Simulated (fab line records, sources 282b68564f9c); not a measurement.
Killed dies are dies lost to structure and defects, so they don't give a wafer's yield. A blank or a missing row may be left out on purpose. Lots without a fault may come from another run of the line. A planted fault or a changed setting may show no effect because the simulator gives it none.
fab line records | flow rit_cmos
record lots=5 wafers=15 last_day=7
route steps=202 shown ACTIVE@16 FOX1@20 FOX2@23 NWELL@28
lots that met no fault: from a run of the same line without faults
start_h: hours from the record's first day to the start of the lot's first wafer shown | wait_h: hours since the lot's step before | " the same as in the row above | L1.1+2: a row that stands for several wafers | - no value, or no start given | * or withheld: withheld | < > ~ a bound
route shown NAME@n: a module of which the file shows steps, and the number in the route of the first | usual: mean/standard deviation of fault-free wafers | same: alike in all rows | chamber/n: place in a boat | sites: the reading at each site | _std_site: their standard deviation | _edge_site: outer sites' mean less inner sites' | radius_mm: how far each site lies from the wafer's centre | mask NAME#n: copy n | behind: the tool/chamber that last shaped the wafer | hold: why the lot was held/for how many hours/how that ended | device: the transistor (n, p or np) that didn't switch | end of line: the same wafers' tests at the end of the route | a step without rows: its recipe alone | killed: dies lost to structure and defects at the first sort, not the wafer's yield | map: a wafer's dies, x killed, . not, _ none there
set.NAME: the setting as run; set.NAME@STEP: as run at that earlier step | model.NAME: the simulator's own value behind a step, which no gauge read
lots at some steps of the route; a table a step, a row a wafer
services: from which hour (start_h, from the record's first day; less than 0 if before it) a tool's chamber was out of use, for how many hours, and why
## steps
# step RIT_ACTIVE_CD_MEAS_90
# recipe target_cd_nm=1400
# usual cd_nm=1400.4/1.7
# columns lot.wafer tool chamber start_h wait_h cd_nm
L074.1 cd_sem-02 - 15.20 0.1 1402.6
L074.2 " - " " 1400.8
L074.6 " - " " 1403.6
L082.1 cd_sem-01 - 55.09 0.1 1399.1
L082.2 " - " " 1399.2
L082.5 " - " " 1399.0
L083.1 cd_sem-01 - 60.02 0.1 1400.4
L083.2 " - " " 1399.3
L083.6 " - " " 1400.4
L084.1 cd_sem-01 - 65.02 0.1 1401.9
L084.3 " - " " 1403.0
L084.6 " - " " 1401.2
L094.1 cd_sem-02 - 117.49 0.1 1401.1
L094.2 " - " " 1400.5
L094.3 " - " " 1399.6
# step RIT_ACTIVE_CLEAN_15
# recipe chemistry=SC1 mix=3:3:50 time_s=600 temp_c=75
# usual bath_heat_duty_pct=15.6/1.5
# columns lot.wafer tool chamber start_h wait_h bath_heat_duty_pct
L074.1 wet_bench-02 1 15.32 0.1 17.2
L074.2 " 1 " " 15.5
L074.6 " 1 " " 16.6
L082.1 wet_bench-01 1 55.21 0.1 15.4
L082.2 " 1 " " 14.5
L082.5 " 1 " " 15.2
L083.1 wet_bench-03 3 60.14 0.1 17.6
L083.2 " 3 " " 18.3
L083.6 " 3 " " 16.8
L084.1 wet_bench-01 1 65.14 0.1 14.6
L084.3 " 1 " " 14.9
L084.6 " 1 " " 14.8
L094.1 wet_bench-01 0 117.61 0.1 15.7
L094.2 " 0 " " 16.3
L094.3 " 0 " " 15.6
# step RIT_ACTIVE_CLEAN_16
# recipe chemistry=dHF dilution=50:1 time_s=30
# columns lot.wafer tool chamber start_h wait_h
L074.1+2+6 wet_bench-01 1 15.51 0.0
L082.1+2+5 wet_bench-02 3 55.40 0.0
L083.1+2+6 wet_bench-02 3 60.31 0.0
L084.1+3+6 wet_bench-02 3 65.35 0.0
L094.1+2+3 wet_bench-02 1 117.78 0.0
# step RIT_ACTIVE_CLEAN_17
# recipe chemistry=SC2 mix=3:3:50 time_s=600 temp_c=75 dry=n2_spin
# usual bath_heat_duty_pct=15.5/1.2
# columns lot.wafer tool chamber start_h wait_h bath_heat_duty_pct
L074.1 wet_bench-02 0 15.55 0.0 16.2
L074.2 " 0 " " 15.7
L074.6 " 0 " " 15.8
L082.1 wet_bench-03 3 55.42 0.0 18.9
L082.2 " 3 " " 17.1
L082.5 " 3 " " 17.3
L083.1 wet_bench-01 0 60.33 0.0 16.6
L083.2 " 0 " " 16.1
L083.6 " 0 " " 17.4
L084.1 wet_bench-03 0 65.36 0.0 15.3
L084.3 " 0 " " 15.5
L084.6 " 0 " " 16.3
L094.1 wet_bench-03 1 117.80 0.0 13.6
L094.2 " 1 " " 14.6
L094.3 " 1 " " 14.1
# step RIT_FOX1_OXIDATION_00
# recipe temp_c=1100 ambient=H2O target_thk_a=3507 p_h2o_torr=720 ox_time_s=1130
# usual zone_power_source_pct=43.7/3
# columns lot.wafer tool chamber start_h wait_h zone_power_source_pct
L074.1 furnace-01 0 15.74 0.0 39.8
L074.2 " 0 " " 40.2
L074.6 " 0 " " 40.5
L082.1 furnace-01 0 55.68 0.1 40.2
L082.2 " 0 " " 40.3
L082.5 " 0 " " 40.6
L083.1 furnace-02 0 60.54 0.0 45.7
L083.2 " 0 " " 45.7
L083.6 " 0 " " 45.8
L084.1 furnace-01 0 65.54 0.0 40.1
L084.3 " 0 " " 39.1
L084.6 " 0 " " 40.0
L094.1 furnace-03 0 118.01 0.0 46.6
L094.2 " 0 " " 45.7
L094.3 " 0 " " 46.5
# step RIT_FOX1_THK_MEAS_01
# recipe reads=SiO2_of_FOX1_OXIDATION_00
# usual FOX1_OXIDE_THK=347/6.9
# columns lot.wafer tool chamber start_h wait_h FOX1_OXIDE_THK[nm]
L074.1 film_metro-01 - 17.05 0.0 338
L074.2 " - " " 334
L074.6 " - " " 335
L082.1 film_metro-01 - 56.99 0.0 337
L082.2 " - " " 344
L082.5 " - " " 343
L083.1 film_metro-01 - 61.85 0.0 347
L083.2 " - " " 344
L083.6 " - " " 349
L084.1 film_metro-01 - 66.85 0.0 350
L084.3 " - " " 345
L084.6 " - " " 347
L094.1 film_metro-01 - 119.32 0.0 354
L094.2 " - " " 359
L094.3 " - " " 350
# step RIT_FOX1_WET_ETCH_02
# recipe chemistry=BOE target_depth_nm=350 time_s=390 temp_c=21.5 dry=n2_spin dilution=10:1 target=SiO2
# usual bath_heat_duty_pct=1.7/0.44
# columns lot.wafer tool chamber start_h wait_h bath_heat_duty_pct
L074.1 wet_bench-01 1 17.11 0.1 1.6
L074.2 " 1 " " 2.0
L074.6 " 1 " " 2.0
L082.1 wet_bench-04 2 57.05 0.1 1.1
L082.2 " 2 " " 1.5
L082.5 " 2 " " 1.1
L083.1 wet_bench-01 3 61.91 0.1 1.6
L083.2 " 3 " " 1.6
L083.6 " 3 " " 0.9
L084.1 wet_bench-01 1 66.91 0.1 1.9
L084.3 " 1 " " 1.4
L084.6 " 1 " " 1.8
L094.1 wet_bench-03 2 119.38 0.1 1.0
L094.2 " 2 " " 2.1
L094.3 " 2 " " 1.3
# step RIT_FOX2_OXIDATION_00
# recipe temp_c=1100 ambient=H2O target_thk_a=3507 p_h2o_torr=720 ox_time_s=1130
# usual zone_power_source_pct=42.8/2.6
# columns lot.wafer tool chamber start_h wait_h zone_power_source_pct
L074.1 furnace-04 0 17.34 0.0 41.8
L074.2 " 0 " " 42.7
L074.6 " 0 " " 42.5
L082.1 furnace-02 0 57.51 0.3 45.5
L082.2 " 0 " " 44.8
L082.5 " 0 " " 46.2
L083.1 furnace-02 0 62.05 0.0 45.3
L083.2 " 0 " " 45.5
L083.6 " 0 " " 46.1
L084.1 furnace-04 0 67.05 0.0 43.1
L084.3 " 0 " " 42.6
L084.6 " 0 " " 42.1
L094.1 furnace-02 0 119.51 0.0 45.7
L094.2 " 0 " " 45.9
L094.3 " 0 " " 46.2
# step RIT_FOX2_THK_MEAS_01
# recipe reads=SiO2_of_FOX2_OXIDATION_00
# usual FOX2_OXIDE_THK=347/7
# columns lot.wafer tool chamber start_h wait_h FOX2_OXIDE_THK[nm]
L074.1 film_metro-02 - 18.66 0.0 364
L074.2 " - " " 357
L074.6 " - " " 362
L082.1 film_metro-04 - 58.82 0.0 342
L082.2 " - " " 336
L082.5 " - " " 346
L083.1 film_metro-04 - 63.36 0.0 343
L083.2 " - " " 351
L083.6 " - " " 346
L084.1 film_metro-02 - 68.37 0.0 341
L084.3 " - " " 344
L084.6 " - " " 343
L094.1 film_metro-02 - 120.82 0.0 353
L094.2 " - " " 350
L094.3 " - " " 357
# step RIT_FOX2_CLEAN_02
# recipe chemistry=dHF dilution=50:1 time_s=180
# columns lot.wafer tool chamber start_h wait_h
L074.1+2+6 wet_bench-04 3 18.72 0.1
L082.1+2+5 wet_bench-02 3 58.88 0.1
L083.1+2+6 wet_bench-04 2 63.42 0.1
L084.1+3+6 wet_bench-04 0 68.43 0.1
L094.1+2+3 wet_bench-04 2 120.88 0.1
# step RIT_FOX2_WET_ETCH_03
# recipe chemistry=H3PO4 target=Si3N4 target_depth_nm=195 temp_c=165 time_s=2700
# usual bath_heat_duty_pct=27.7/2.1
# columns lot.wafer tool chamber start_h wait_h bath_heat_duty_pct
L074.1 wet_bench-02 3 18.78 0.0 27.6
L074.2 " 3 " " 29.0
L074.6 " 3 " " 25.8
L082.1 wet_bench-04 3 58.94 0.0 27.6
L082.2 " 3 " " 28.4
L082.5 " 3 " " 28.1
L083.1 wet_bench-02 2 63.49 0.0 29.2
L083.2 " 2 " " 27.0
L083.6 " 2 " " 29.7
L084.1 wet_bench-02 2 68.49 0.0 28.1
L084.3 " 2 " " 29.3
L084.6 " 2 " " 29.2
L094.1 wet_bench-01 1 120.95 0.0 26.0
L094.2 " 1 " " 25.8
L094.3 " 1 " " 26.7
# step RIT_FOX2_THK_MEAS_90
# recipe reads=SiO2_of_FOX2_OXIDATION_00
# usual FIELD_OXIDE_LEFT_1_THK=320/7.1
# columns lot.wafer tool chamber start_h wait_h FIELD_OXIDE_LEFT_1_THK[nm]
L074.1 film_metro-04 - 19.68 0.0 336
L074.2 " - " " 330
L074.6 " - " " 334
L082.1 film_metro-04 - 59.77 0.0 315
L082.2 " - " " 309
L082.5 " - " " 319
L083.1 film_metro-04 - 64.25 0.0 315
L083.2 " - " " 323
L083.6 " - " " 319
L084.1 film_metro-03 - 69.25 0.0 313
L084.3 " - " " 316
L084.6 " - " " 316
L094.1 film_metro-04 - 121.70 0.0 326
L094.2 " - " " 323
L094.3 " - " " 330
# step RIT_NWELL_HMDS_00
# recipe prime_time_s=60 prime_temp_c=140
# usual exhaust_pa=45.2/1
# same prime_time_s=60
# columns lot.wafer tool chamber start_h wait_h exhaust_pa
L074.1 litho_track-02 0 19.74 0.1 46.7
L074.2 " 0 " " 45.6
L074.6 " 0 " " 44.9
L082.1 litho_track-01 0 59.83 0.1 45.8
L082.2 " 0 " " 45.9
L082.5 " 0 " " 44.5
L083.1 litho_track-02 0 64.31 0.1 45.4
L083.2 " 0 " " 46.1
L083.6 " 0 " " 45.5
L084.1 litho_track-03 0 69.31 0.1 45.3
L084.3 " 0 " " 44.0
L084.6 " 0 " " 45.6
L094.1 litho_track-03 0 121.76 0.1 44.2
L094.2 " 0 " " 44.4
L094.3 " 0 " " 44.0
# step RIT_NWELL_COAT_01
# recipe resist=NOVOLAK spin_rpm=2000 resist_thk_nm=1300
# usual exhaust_pa=44.9/0.93 spin_speed_rpm=1999.9/1.4
# columns lot.wafer tool chamber start_h wait_h exhaust_pa spin_speed_rpm
L074.1 litho_track-02 0 19.89 0.1 44.5 1998.7
L074.2 " 0 " " 43.7 1999.2
L074.6 " 0 " " 43.2 1998.9
L082.1 litho_track-01 0 59.98 0.1 44.0 2000.7
L082.2 " 0 " " 44.6 2000.4
L082.5 " 0 " " 45.7 2000.6
L083.1 litho_track-02 0 64.46 0.1 45.2 2000.0
L083.2 " 0 " " 43.9 2002.3
L083.6 " 0 " " 45.1 2000.3
L084.1 litho_track-03 0 69.46 0.1 43.8 2000.3
L084.3 " 0 " " 45.3 1999.7
L084.6 " 0 " " 44.2 2002.4
L094.1 litho_track-03 0 121.91 0.1 44.5 1998.1
L094.2 " 0 " " 43.0 1998.4
L094.3 " 0 " " 43.7 2000.9
# step RIT_NWELL_SOFTBAKE_02
# recipe resist=NOVOLAK temp_c=90 time_s=60
# usual exhaust_pa=44.7/0.97
# columns lot.wafer tool chamber start_h wait_h exhaust_pa
L074.1 litho_track-02 0 20.04 0.1 44.2
L074.2 " 0 " " 45.4
L074.6 " 0 " " 44.1
L082.1 litho_track-01 0 60.13 0.1 45.8
L082.2 " 0 " " 45.3
L082.5 " 0 " " 43.9
L083.1 litho_track-02 0 64.61 0.1 43.9
L083.2 " 0 " " 44.1
L083.6 " 0 " " 43.7
L084.1 litho_track-03 0 69.61 0.1 44.5
L084.3 " 0 " " 43.7
L084.6 " 0 " " 45.8
L094.1 litho_track-03 0 122.06 0.1 44.2
L094.2 " 0 " " 44.0
L094.3 " 0 " " 42.6
# step RIT_NWELL_EXPOSE_03
# recipe mask_id=M2 na=0.57 target_cd_nm=43900 dose_mj=250
# usual exposure_dose_mJ_cm2=250.02/0.29
# columns lot.wafer tool chamber start_h wait_h mask exposure_dose_mJ_cm2
L074.1 iline_stepper-02 0 20.19 0.1 M2#0 250.04
L074.2 " 0 " " M2#0 249.97
L074.6 " 0 " " M2#0 249.75
L082.1 iline_stepper-02 0 60.28 0.1 M2#0 249.61
L082.2 " 0 " " M2#0 249.88
L082.5 " 0 " " M2#0 250.04
L083.1 iline_stepper-02 0 64.76 0.1 M2#0 250.14
L083.2 " 0 " " M2#0 250.28
L083.6 " 0 " " M2#0 249.66
L084.1 iline_stepper-02 0 69.76 0.1 M2#0 249.92
L084.3 " 0 " " M2#0 249.72
L084.6 " 0 " " M2#0 250.06
L094.1 iline_stepper-01 0 122.34 0.2 M2#0 250.33
L094.2 " 0 " " M2#0 249.67
L094.3 " 0 " " M2#0 249.88
# step RIT_NWELL_PEB_04
# recipe resist=NOVOLAK temp_c=withheld time_s=withheld
# usual exhaust_pa=44.8/0.95
# columns lot.wafer tool chamber start_h wait_h exhaust_pa
L074.1 litho_track-02 0 20.31 0.1 45.7
L074.2 " 0 " " 45.0
L074.6 " 0 " " 45.3
L082.1 litho_track-03 0 60.40 0.1 44.1
L082.2 " 0 " " 43.6
L082.5 " 0 " " 45.1
L083.1 litho_track-01 0 64.87 0.1 46.2
L083.2 " 0 " " 46.0
L083.6 " 0 " " 45.4
L084.1 litho_track-01 0 69.88 0.1 45.2
L084.3 " 0 " " 45.2
L084.6 " 0 " " 45.4
L094.1 litho_track-02 0 122.46 0.1 45.3
L094.2 " 0 " " 44.6
L094.3 " 0 " " 43.8
# step RIT_NWELL_DEVELOP_05
# recipe resist=NOVOLAK develop_time_s=68 dev_temp_c=23
# usual exhaust_pa=45.2/0.93
# columns lot.wafer tool chamber start_h wait_h exhaust_pa
L074.1 litho_track-02 0 - - 44.3
L074.2 " 0 " " 45.1
L074.6 " 0 " " 45.0
L082.1 litho_track-03 0 - - 44.9
L082.2 " 0 " " 46.1
L082.5 " 0 " " 44.2
L083.1 litho_track-01 0 - - 46.9
L083.2 " 0 " " 45.2
L083.6 " 0 " " 46.4
L084.1 litho_track-01 0 - - 47.0
L084.3 " 0 " " 43.7
L084.6 " 0 " " 47.2
L094.1 litho_track-02 0 - - 43.9
L094.2 " 0 " " 44.8
L094.3 " 0 " " 44.2
# step RIT_NWELL_OVL_MEAS_06
# usual NWELL_OVL=-0.9/1.2
# columns lot.wafer tool chamber start_h wait_h NWELL_OVL[nm]
L074.1 overlay-01 - 20.62 - -0.9
L074.2 " - " " -0.4
L074.6 " - " " -0.4
L082.1 overlay-02 - 60.71 - 0.0
L082.2 " - " " -1.2
L082.5 " - " " -0.9
L083.1 overlay-02 - 65.19 - -0.7
L083.2 " - " " -2.3
L083.6 " - " " -0.3
L084.1 overlay-02 - 70.19 - 0.6
L084.3 " - " " -0.8
L084.6 " - " " 0.0
L094.1 overlay-02 - 122.77 - -0.4
L094.2 " - " " -2.2
L094.3 " - " " 0.0
## services
# columns tool chamber start_h hours kind
furnace-04 - -4.95 4.2 pm
iline_stepper-01 - 4.35 4.3 repair
furnace-02 - 29.73 3.2 pm
furnace-01 - 40.59 3.2 pm
iline_stepper-01 - 46.49 21.0 repair
furnace-02 - 53.88 3.6 pm
iline_stepper-02 - 67.48 2.1 pm
iline_stepper-02 - 69.57 - consumable_replace:lamp
iline_stepper-01 - 85.88 1.7 pm
furnace-04 - 90.00 9.9 pm
furnace-03 - 95.16 4.2 pm
furnace-01 - 108.52 3.1 pm
iline_stepper-01 - 117.26 2.1 pm
iline_stepper-01 - 119.34 - consumable_replace:lamp
iline_stepper-02 - 119.34 1.7 pm
## key
fault none
